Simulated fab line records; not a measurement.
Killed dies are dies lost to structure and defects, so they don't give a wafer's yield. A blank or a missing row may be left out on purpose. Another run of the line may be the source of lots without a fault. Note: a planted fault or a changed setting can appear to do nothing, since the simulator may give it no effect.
Which tool did it? | flow ritCmos | 11 lots, 33 wafers sampled, at 2 steps of a route of 202

== WHAT THE GAUGES READ, wafer by wafer ==
RIT_NSD_TW_MEAS_10.
lot  | measured    | on           | NSD_TW
L924 | day 3 02:56 | filmMetro-02 | 3187 3152 3164
L925 | day 3 09:47 | filmMetro-04 | 3184 3179 3173
L926 | day 3 12:23 | filmMetro-03 | 3181 3184 3168
L927 | day 3 15:24 | filmMetro-02 | 3173 3151 3166
L930 | day 4 10:00 | filmMetro-02 | 3167 3168 3157
L934 | day 5 06:15 | filmMetro-03 | 3011 2994 3011
L935 | day 5 14:37 | filmMetro-02 | 3008 3009 3007
L936 | day 5 18:37 | filmMetro-02 | 3167 3179 3185
L939 | day 6 09:34 | filmMetro-04 | 3192 3197 3186
L945 | day 7 14:37 | filmMetro-02 | 3171 3181 3191
L947 | day 7 22:58 | filmMetro-03 | 3144 3132 3148

== TOOL THAT RAN EACH LOT (tool first, then ch and the chambers of the sampled wafers, then the start) ==
lot  | RIT_NSD_IMPLANT_08
L924 | implanter-04 ch 0, day 3 02:38
L925 | implanter-04 ch 0, day 3 09:28
L926 | implanter-01 ch 0, day 3 12:04
L927 | implanter-01 ch 0, day 3 15:05
L930 | implanter-01 ch 0, day 4 09:41
L934 | implanter-01 ch 0, day 5 05:56
L935 | implanter-01 ch 0, day 5 14:09
L936 | implanter-04 ch 0, day 5 18:18
L939 | implanter-04 ch 0, day 6 09:15
L945 | implanter-04 ch 0, day 7 14:18
L947 | implanter-04 ch 0, day 7 22:40
- RIT_NSD_IMPLANT_08

== THE ANSWER, worked out from the rows above alone ==
Rule: the lots themselves supply what counts as usual. Put in order of their means at a reading, lots are off if they are a third of the lots or fewer, leave a main group of 4 or more, and stand apart from it by a gap of 3 or more times the standard deviation of the main group's means; of several such gaps the widest counts. A main group whose means are all the same, to the digits that the tables above print for the reading, isn't used. A lot without any number at a reading at which 4 lots or more have one is off too. The other lots that the step has rows for count as sound.
Off: L934, L935, at RIT_NSD_TW_MEAS_10 (NSD_TW). The main group: mean 3171, standard deviation 14.
A tool fits if, at a process step before that reading, it ran every lot that is off, and no sound lot after the first of them. Gauges at RIT_NSD_TW_MEAS_10: tried the same way as those tools. One fits: RIT_NSD_IMPLANT_08 on implanter-01. Its last sound lot is L930 (day 4 09:41), its first lot that is off L934 (day 5 05:56): a fault that began between those two fits.

== WHAT THE SIMULATOR HAD PUT IN ==
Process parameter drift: implanter-01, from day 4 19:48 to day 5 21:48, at RIT_NSD_IMPLANT_08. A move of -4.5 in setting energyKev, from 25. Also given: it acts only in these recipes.
Struck lots among those shown: L934, L935. The rule given above showed the same thing.
